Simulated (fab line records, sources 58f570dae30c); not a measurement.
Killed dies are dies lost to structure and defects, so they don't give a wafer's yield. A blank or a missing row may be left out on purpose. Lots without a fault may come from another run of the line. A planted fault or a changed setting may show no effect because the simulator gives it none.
Chamber matching | flow berkeley_cmos170 | UCB170_V1_CVD_00 on pecvd-04: 3 sister chambers
The step deposits SiO2 from TEOS/O2, target thk 2000 nm, time 250 s. 14 wafers are shown with their chamber, then 7 later ones without.

WAFERS WITH THEIR CHAMBER
wafer  | chamber | heater_power_w (W)
L076.1 | 0       | 272
L076.2 | 1       | 385
L076.5 | 2       | 258
L075.1 | 2       | 353
L075.2 | 1       | 345
L075.5 | 1       | 433
L077.2 | 2       | 345
L077.5 | 2       | 257
L077.6 | 1       | 336
L085.1 | 1       | 445
L085.2 | 2       | 352
L085.5 | 0       | 199
L088.1 | 0       | 246
L088.2 | 2       | 314

SIGNATURES (means of the wafers above)
reading        | chamber 0 | chamber 1 | chamber 2 | scatter within a chamber
heater_power_w | 239.00    | 388.80    | 313.17    | 45.6
Rule: a wafer's distance from a chamber is the root of the sum, over the readings, of the square of ((its reading less the chamber's mean) divided by the reading's scatter). The wafer belongs to the nearest chamber; if the next one is less than 2 further off, it can't be placed. The scatter: the root of (the sum of the squares of (reading less its chamber's mean) over the shown wafers, divided by (wafers less chambers)).

WAFERS WITHOUT THEIR CHAMBER
wafer  | heater_power_w (W)
L088.3 | 453
L092.3 | 395
L092.4 | 202
L092.5 | 331
L095.1 | 347
L095.2 | 379
L095.3 | 269

WHICH CHAMBER EACH WENT THROUGH
wafer  | from the rows above          | in truth
L088.3 | can't be placed: 1 or 2      | 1
L092.3 | can't be placed: 1 or 2      | 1
L092.4 | can't be placed: 0 or 2      | 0
L092.5 | can't be placed: 2 or 1 or 0 | 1
L095.1 | can't be placed: 2 or 1 or 0 | 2
L095.2 | can't be placed: 1 or 2      | 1
L095.3 | can't be placed: 0 or 2 or 1 | 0
Placed correctly: 0 of 7. Can't be placed from these rows: 7 (the true chamber is among the candidates in 7). Placed wrongly: 0.
